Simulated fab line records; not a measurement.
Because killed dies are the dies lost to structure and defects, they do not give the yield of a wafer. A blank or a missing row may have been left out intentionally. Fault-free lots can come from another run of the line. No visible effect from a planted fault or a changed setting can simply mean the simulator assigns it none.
Chamber matching -- flow berkeley cmos170 -- UCB170_V1_CVD_00 on pecvd-04: 3 sister chambers
The step deposits SiO2 from TEOS/O2, target thk 2000 nm, time 250 s. 6 wafers are shown with their chamber, then 7 later ones without.

## WAFERS WITH THEIR CHAMBER
wafer,chamber,heater power w (W)
L128.6,0,251
L130.1,1,262
L130.2,0,280
L130.6,2,153
L135.4,2,231
L135.5,1,239

## WAFERS MISSING THEIR CHAMBER
wafer,heater power w (W)
L135.6,338
L144.1,355
L144.2,335
L144.3,184
L147.1,326
L147.3,202
L147.4,234

## CHAMBER TAKEN BY EACH
wafer,from the rows above,in truth
L135.6,can't be placed: 0 or 1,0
L144.1,can't be placed: 0 or 1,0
L144.2,can't be placed: 0 or 1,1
L144.3,can't be placed: 2 or 1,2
L147.1,can't be placed: 0 or 1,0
L147.3,can't be placed: 2 or 1 or 0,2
L147.4,can't be placed: 1 or 0 or 2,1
Placed correctly: 0 of 7. Not placeable from these rows: 7 (in 7, the candidates include the true chamber). 0 placed wrongly.
How it was worked out, from the rows above alone: a wafer's distance from a chamber is the root of the sum, over the readings, of the square of ((its reading less the chamber's mean) divided by the reading's scatter). If the next closest chamber is less than 2 further off than the closest, the wafer can't be placed; otherwise it belongs to the closest. For every chamber, the mean is computed from those of its wafers that are shown. The scatter: the root of (the sum of the squares of (reading less its chamber's mean) over the shown wafers, divided by (wafers less chambers)).
